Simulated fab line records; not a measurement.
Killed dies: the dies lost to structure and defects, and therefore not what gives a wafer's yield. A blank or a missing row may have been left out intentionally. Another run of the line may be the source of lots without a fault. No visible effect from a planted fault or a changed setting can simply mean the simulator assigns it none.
Which tool did it? | flow berkeley_cmos170 | 7 lots with 21 wafers sampled at 3 steps, on a route of 331 steps

== WHAT THE GAUGES READ, wafer by wafer ==
UCB170_M3_RS_MEAS_02: uses a four-point probe to measure.
lot  | measured     | on            | M3_AL_RS (ohm/sq)
L728 | day 8 00:03  | film_metro-02 | 0.03261 0.03248 0.03223
L734 | day 9 19:40  | film_metro-04 | 0.03206 0.06182 0.0324
L736 | day 9 20:56  | film_metro-04 | 0.03208 0.03228 0.06058
L742 | day 10 15:16 | film_metro-01 | 0.03242 0.03234 0.03237
L745 | day 11 06:55 | film_metro-02 | 0.03227 0.03228 0.03213
L748 | day 12 03:28 | film_metro-01 | 0.03227 0.03198 0.03188
L747 | day 12 03:46 | film_metro-01 | 0.03277 0.03243 0.03233

== TOOL THAT RAN EACH LOT (tool first, then ch and the chambers of the sampled wafers, then the start) ==
lot  | UCB170_CONTACT_ETCH_17             | UCB170_M3_SPUTTER_01
L728 | rie_diel-03 ch 1,2, day 7 08:22    | pvd_sputter-03, day 7 23:58
L734 | rie_diel-02 ch 0,2,3, day 8 22:53  | pvd_sputter-04, day 9 19:35
L736 | rie_diel-02 ch 0,1,2, day 9 01:51  | pvd_sputter-04, day 9 20:50
L742 | rie_diel-03 ch 1,3, day 10 01:11   | pvd_sputter-02, day 10 15:10
L745 | rie_diel-02 ch 0,3, day 10 16:25   | pvd_sputter-03, day 11 06:49
L748 | rie_diel-02 ch 0,1,3, day 11 10:39 | pvd_sputter-02, day 12 03:23
L747 | rie_diel-01 ch 0,1,2, day 11 11:52 | pvd_sputter-02, day 12 03:39
- UCB170_CONTACT_ETCH_17: etches BARC in N2/H2.
- UCB170_M3_SPUTTER_01: material Al, target thk 900 nm, time 120 s.

== THE ANSWER, worked out from the rows above alone ==
Rule: usual is defined by the lots themselves. Put in order of their means at a reading, lots are off if they are a third of the lots or fewer, leave a main group of 4 or more, and stand apart from it by a gap of 3 or more times the standard deviation of the main group's means; of several such gaps the widest counts. A main group whose means are all the same, to the digits that the tables above print for the reading, isn't used. Also off: a lot with no number at a reading for which 4 or more lots have one. The other lots that the step has rows for count as sound.
Off: L734, L736, seen at UCB170_M3_RS_MEAS_02 (M3_AL_RS). For the main group the mean is 0.03232 ohm/sq and the standard deviation 0.00017.
A tool fits if, at a process step before that reading, it ran every lot that is off, and no sound lot after the first of them. Gauges at UCB170_M3_RS_MEAS_02: tried the same way as those tools. Undecided on this evidence; 2 tools fit (pvd_sputter-04 at UCB170_M3_SPUTTER_01, film_metro-04 at UCB170_M3_RS_MEAS_02).

== WHAT THE SIMULATOR PUT IN ==
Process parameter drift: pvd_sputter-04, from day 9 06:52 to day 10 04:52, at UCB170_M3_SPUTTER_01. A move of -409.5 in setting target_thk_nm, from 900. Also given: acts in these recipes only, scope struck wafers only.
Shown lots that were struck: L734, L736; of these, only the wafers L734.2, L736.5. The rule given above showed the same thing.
